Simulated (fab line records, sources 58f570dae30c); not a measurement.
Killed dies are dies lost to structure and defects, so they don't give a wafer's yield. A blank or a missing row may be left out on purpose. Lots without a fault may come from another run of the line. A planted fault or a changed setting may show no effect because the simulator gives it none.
One fault seen from 2 desks | flow berkeley_cmos170 | each desk has only its own numbers; what lay behind them comes last

THE TOOL OWNER'S DESK: litho_track-04
The tool's own readings at UCB170_M3_COAT_05 (resist thk 900 nm): means of the sampled wafers that have a number, for each lot that ran on this tool. A lot is out of limits, marked OUT, if its mean lies more than 4 standard deviations from the usual mean; the brackets give that distance.
Columns: A = resist_line_temp_C at UCB170_M3_COAT_05, usual 23.00 C
lot  | first seen here | A
L155 | day 7 22:52     | 23.04
L161 | day 9 09:15     | 23.14
L162 | day 9 13:52     | 22.83
L166 | day 10 20:41    | 23.05
This desk's finding: nothing out of limits on any of the 4 lots.

THE METROLOGY DESK
What the gauges read, lot by lot, whatever tool the lot ran on: means of the sampled wafers that have a number. A lot is out of limits, marked OUT, if its mean lies more than 4 standard deviations from the usual mean; the brackets give that distance.
Columns: A = cd_nm at UCB170_CONTACT_CD_MEAS_15, usual 699.8 nm; B = cd_nm at UCB170_V1_CD_MEAS_12, usual 699.5 nm
lot  | first seen here | A     | B
L155 | day 7 07:52     | 699.5 | 699.7
L156 | day 7 09:25     | 700.0 | 699.2
L161 | day 8 14:18     | 701.6 | 698.1
L160 | day 8 14:38     | 699.0 | 701.9
L162 | day 8 22:08     | 699.6 | 699.7
L169 | day 10 01:17    | 699.9 | 699.0
L165 | day 10 01:52    | 699.4 | 697.4
L166 | day 10 01:53    | 699.1 | 698.9
L171 | day 10 03:48    | 700.1 | 698.2
L170 | day 10 04:06    | 699.6 | 699.3
L174 | day 10 14:41    | 699.5 | 701.7
L172 | day 10 15:53    | 699.2 | 700.8
L177 | day 11 15:21    | 698.6 | 698.8
L176 | day 11 16:07    | 700.0 | 697.5
This desk's finding: nothing out of limits on any of the 14 lots.

PUT TOGETHER
The tool owner's desk saw nothing out of limits.
The metrology desk saw nothing out of limits.

WHAT THE SIMULATOR HAD PUT IN
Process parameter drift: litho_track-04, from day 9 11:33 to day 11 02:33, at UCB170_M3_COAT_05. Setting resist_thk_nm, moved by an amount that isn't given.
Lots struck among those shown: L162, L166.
